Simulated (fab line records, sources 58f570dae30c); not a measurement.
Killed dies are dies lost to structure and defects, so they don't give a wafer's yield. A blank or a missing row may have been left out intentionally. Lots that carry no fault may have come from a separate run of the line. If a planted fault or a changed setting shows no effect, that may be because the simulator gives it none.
Which tool was responsible? || flow berkeley-cmos170 || Sampling: 14 lots, 42 wafers, 4 of 331 route steps

WHAT THE GAUGES SHOWED, per wafer
UCB170_WELLDRIVE_THK_MEAS_02.
{"lot": "L223", "measured": "day 3 15:15", "on": "film-metro-02", "WELLDRIVE_OXIDE_THK (nm)": "199 199 198"}
{"lot": "L224", "measured": "day 3 15:16", "on": "film-metro-01", "WELLDRIVE_OXIDE_THK (nm)": "196 192 195"}
{"lot": "L225", "measured": "day 4 02:08", "on": "film-metro-01", "WELLDRIVE_OXIDE_THK (nm)": "196 195 197"}
{"lot": "L226", "measured": "day 4 02:08", "on": "film-metro-02", "WELLDRIVE_OXIDE_THK (nm)": "192 191 192"}
{"lot": "L229", "measured": "day 4 11:36", "on": "film-metro-01", "WELLDRIVE_OXIDE_THK (nm)": "208 202 204"}
{"lot": "L227", "measured": "day 4 11:37", "on": "film-metro-02", "WELLDRIVE_OXIDE_THK (nm)": "197 200 199"}
{"lot": "L228", "measured": "day 4 11:40", "on": "film-metro-02", "WELLDRIVE_OXIDE_THK (nm)": "202 202 198"}
{"lot": "L232", "measured": "day 5 07:41", "on": "film-metro-04", "WELLDRIVE_OXIDE_THK (nm)": "200 199 202"}
{"lot": "L233", "measured": "day 5 13:40", "on": "film-metro-04", "WELLDRIVE_OXIDE_THK (nm)": "208 209 210"}
{"lot": "L235", "measured": "day 6 00:56", "on": "film-metro-04", "WELLDRIVE_OXIDE_THK (nm)": "191 192 193"}
{"lot": "L242", "measured": "day 7 10:02", "on": "film-metro-02", "WELLDRIVE_OXIDE_THK (nm)": "199 201 205"}
{"lot": "L243", "measured": "day 7 16:05", "on": "film-metro-02", "WELLDRIVE_OXIDE_THK (nm)": "206 200 202"}
{"lot": "L245", "measured": "day 7 23:44", "on": "film-metro-02", "WELLDRIVE_OXIDE_THK (nm)": "206 203 205"}
{"lot": "L246", "measured": "day 8 10:58", "on": "film-metro-02", "WELLDRIVE_OXIDE_THK (nm)": "197 196 194"}

UCB170_ACTIVE_CD_MEAS_90: the cd target is 1200 nm.
{"lot": "L223", "measured": "day 4 08:42", "on": "cd-sem-02", "cd-nm (nm)": "1201.1 1199.6 1201.3"}
{"lot": "L224", "measured": "day 4 08:28", "on": "cd-sem-02", "cd-nm (nm)": "1199.4 1200.5 1201.1"}
{"lot": "L225", "measured": "day 4 20:07", "on": "cd-sem-01", "cd-nm (nm)": "1201.6 1201.2 1201.8"}
{"lot": "L226", "measured": "day 4 19:51", "on": "cd-sem-02", "cd-nm (nm)": "1201.6 1201.3 1200.6"}
{"lot": "L229", "measured": "day 5 02:04", "on": "cd-sem-02", "cd-nm (nm)": "1201.8 1200.0 1201.3"}
{"lot": "L227", "measured": "day 5 02:23", "on": "cd-sem-01", "cd-nm (nm)": "1200.7 1199.6 1199.0"}
{"lot": "L228", "measured": "day 5 01:49", "on": "cd-sem-01", "cd-nm (nm)": "1204.0 1203.2 1203.0"}
{"lot": "L232", "measured": "day 5 18:54", "on": "cd-sem-01", "cd-nm (nm)": "1197.4 1196.6 1199.2"}
{"lot": "L233", "measured": "day 6 01:28", "on": "cd-sem-01", "cd-nm (nm)": "1201.3 1198.6 1201.1"}
{"lot": "L235", "measured": "day 6 13:34", "on": "cd-sem-01", "cd-nm (nm)": "1200.6 1199.4 1199.0"}
{"lot": "L242", "measured": "day 8 07:08", "on": "cd-sem-02", "cd-nm (nm)": "1203.3 1201.6 1201.8"}
{"lot": "L243", "measured": "day 8 06:52", "on": "cd-sem-02", "cd-nm (nm)": "1199.7 1199.4 1200.8"}
{"lot": "L245", "measured": "day 8 15:47", "on": "cd-sem-01", "cd-nm (nm)": "1199.2 1201.4 1200.0"}
{"lot": "L246", "measured": "day 9 04:43", "on": "cd-sem-01", "cd-nm (nm)": "1199.4 1200.6 1199.8"}

UCB170_GATE_CD_MEAS_12: the cd target is 350 nm.
{"lot": "L223", "measured": "day 6 00:00", "on": "cd-sem-02", "cd-nm (nm)": "350.5 349.9 350.4"}
{"lot": "L224", "measured": "day 5 23:50", "on": "cd-sem-01", "cd-nm (nm)": "353.4 352.0 349.8"}
{"lot": "L225", "measured": "day 6 06:19", "on": "cd-sem-01", "cd-nm (nm)": "347.7 348.6 350.5"}
{"lot": "L226", "measured": "day 6 06:05", "on": "cd-sem-01", "cd-nm (nm)": "350.4 349.4 349.8"}
{"lot": "L229", "measured": "day 6 13:54", "on": "cd-sem-02", "cd-nm (nm)": "349.1 349.9 349.5"}
{"lot": "L227", "measured": "day 6 13:29", "on": "cd-sem-02", "cd-nm (nm)": "351.5 351.2 350.3"}
{"lot": "L228", "measured": "day 6 13:40", "on": "cd-sem-02", "cd-nm (nm)": "348.7 348.9 347.4"}
{"lot": "L232", "measured": "day 7 14:56", "on": "cd-sem-02", "cd-nm (nm)": "351.8 350.6 351.3"}
{"lot": "L233", "measured": "day 8 02:34", "on": "cd-sem-01", "cd-nm (nm)": "364.0 364.0 365.5"}
{"lot": "L235", "measured": "day 8 11:20", "on": "cd-sem-02", "cd-nm (nm)": "360.6 360.6 360.7"}
{"lot": "L242", "measured": "day 10 05:21", "on": "cd-sem-01", "cd-nm (nm)": "348.6 348.6 349.6"}
{"lot": "L243", "measured": "day 10 05:34", "on": "cd-sem-01", "cd-nm (nm)": "351.0 351.7 350.7"}
{"lot": "L245", "measured": "day 10 09:31", "on": "cd-sem-02", "cd-nm (nm)": "350.8 350.7 351.9"}
{"lot": "L246", "measured": "day 11 00:55", "on": "cd-sem-02", "cd-nm (nm)": "350.1 352.4 350.5"}

EACH LOT AND THE TOOL THAT RAN IT (in order: tool; ch and the chambers of the sampled wafers; start)
{"lot": "L223", "UCB170_GATE_SOFTBAKE_08": "litho-track-03 ch 0, day 5 22:00"}
{"lot": "L224", "UCB170_GATE_SOFTBAKE_08": "litho-track-04 ch 0, day 5 22:00"}
{"lot": "L225", "UCB170_GATE_SOFTBAKE_08": "litho-track-03 ch 0, day 6 05:00"}
{"lot": "L226", "UCB170_GATE_SOFTBAKE_08": "litho-track-01 ch 0, day 6 05:00"}
{"lot": "L229", "UCB170_GATE_SOFTBAKE_08": "litho-track-01 ch 0, day 6 13:00"}
{"lot": "L227", "UCB170_GATE_SOFTBAKE_08": "litho-track-04 ch 0, day 6 12:00"}
{"lot": "L228", "UCB170_GATE_SOFTBAKE_08": "litho-track-03 ch 0, day 6 12:00"}
{"lot": "L232", "UCB170_GATE_SOFTBAKE_08": "litho-track-03 ch 0, day 7 14:00"}
{"lot": "L233", "UCB170_GATE_SOFTBAKE_08": "litho-track-03 ch 0, day 8 01:00"}
{"lot": "L235", "UCB170_GATE_SOFTBAKE_08": "litho-track-03 ch 0, day 8 10:00"}
{"lot": "L242", "UCB170_GATE_SOFTBAKE_08": "litho-track-04 ch 0, day 10 04:00"}
{"lot": "L243", "UCB170_GATE_SOFTBAKE_08": "litho-track-01 ch 0, day 10 04:00"}
{"lot": "L245", "UCB170_GATE_SOFTBAKE_08": "litho-track-04 ch 0, day 10 08:00"}
{"lot": "L246", "UCB170_GATE_SOFTBAKE_08": "litho-track-04 ch 0, day 11 00:00"}
- UCB170_GATE_SOFTBAKE_08: time 60 s.

WHAT THE TOOLS THEMSELVES READ (means of the sampled wafers that have a number; where no wafer has one, the mark that the record gives instead)
UCB170_GATE_SOFTBAKE_08.
{"lot": "L223", "tool": "litho-track-03", "heater-power-total-W (W)": 56.77, "plate-temp-C (C)": 130.28}
{"lot": "L224", "tool": "litho-track-04", "heater-power-total-W (W)": 56.79, "plate-temp-C (C)": 129.96}
{"lot": "L225", "tool": "litho-track-03", "heater-power-total-W (W)": 56.76, "plate-temp-C (C)": 130.03}
{"lot": "L226", "tool": "litho-track-01", "heater-power-total-W (W)": 56.84, "plate-temp-C (C)": 130.03}
{"lot": "L229", "tool": "litho-track-01", "heater-power-total-W (W)": 56.80, "plate-temp-C (C)": 129.76}
{"lot": "L227", "tool": "litho-track-04", "heater-power-total-W (W)": 56.80, "plate-temp-C (C)": 129.95}
{"lot": "L228", "tool": "litho-track-03", "heater-power-total-W (W)": 56.81, "plate-temp-C (C)": 129.87}
{"lot": "L232", "tool": "litho-track-03", "heater-power-total-W (W)": 56.80, "plate-temp-C (C)": 130.04}
{"lot": "L233", "tool": "litho-track-03", "heater-power-total-W (W)": 52.87, "plate-temp-C (C)": 122.96}
{"lot": "L235", "tool": "litho-track-03", "heater-power-total-W (W)": 52.86, "plate-temp-C (C)": 122.91}
{"lot": "L242", "tool": "litho-track-04", "heater-power-total-W (W)": 56.81, "plate-temp-C (C)": 129.81}
{"lot": "L243", "tool": "litho-track-01", "heater-power-total-W (W)": 56.81, "plate-temp-C (C)": 130.07}
{"lot": "L245", "tool": "litho-track-04", "heater-power-total-W (W)": 56.82, "plate-temp-C (C)": 129.91}
{"lot": "L246", "tool": "litho-track-04", "heater-power-total-W (W)": 56.81, "plate-temp-C (C)": 129.84}

THE ANSWER, worked out from the rows above alone
Rule: the usual values come from the lots themselves. Put in order of their means at a reading, lots are off if they are a third of the lots or fewer, leave a main group of 4 or more, and stand apart from it by a gap of 3 or more times the standard deviation of the main group's means; of several such gaps the widest counts. Not used: any main group whose means are identical at the precision the tables above print for the reading. A lot without any number at a reading at which 4 lots or more have one is off too. The other lots that the step has rows for count as sound. Order of review: gauges by route order, followed by the tools' own readings, for which a lot's mean as printed above is used. The first step at which some lot is off is used, and at that step the reading that is off furthest; a lot without a number counts as furthest.
Off, at UCB170_GATE_CD_MEAS_12 on cd-nm: L233, L235. Main group: mean 350.3 nm, sd 1.1.
If a tool, at a process step before that reading, ran all the lots that are off and no sound lot after the first of them, it fits. The gauges at UCB170_GATE_CD_MEAS_12 aren't tried: what is off there is off at UCB170_GATE_SOFTBAKE_08 too, on other tools, and a gauge's error can't cause that. One candidate fits, namely litho-track-03 at UCB170_GATE_SOFTBAKE_08. Its last sound lot is L232 (day 7 14:00), its first lot that is off L233 (day 8 01:00): a fault that began between those two fits.
The tool's own readings at UCB170_GATE_SOFTBAKE_08 bear it out: on the lots that are off they differ by more than 5 times the standard deviation of the sound lots' means. heater-power-total-W reads 52.86 W there against 56.80 W on the sound lots; plate-temp-C reads 122.94 C there against 129.96 C on the sound lots.

WHAT WAS PUT IN BY THE SIMULATOR
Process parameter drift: litho-track-03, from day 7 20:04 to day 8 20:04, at UCB170_GATE_SOFTBAKE_08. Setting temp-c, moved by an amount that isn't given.
Lots struck among those shown: L233, L235. The rule above reached the same finding.
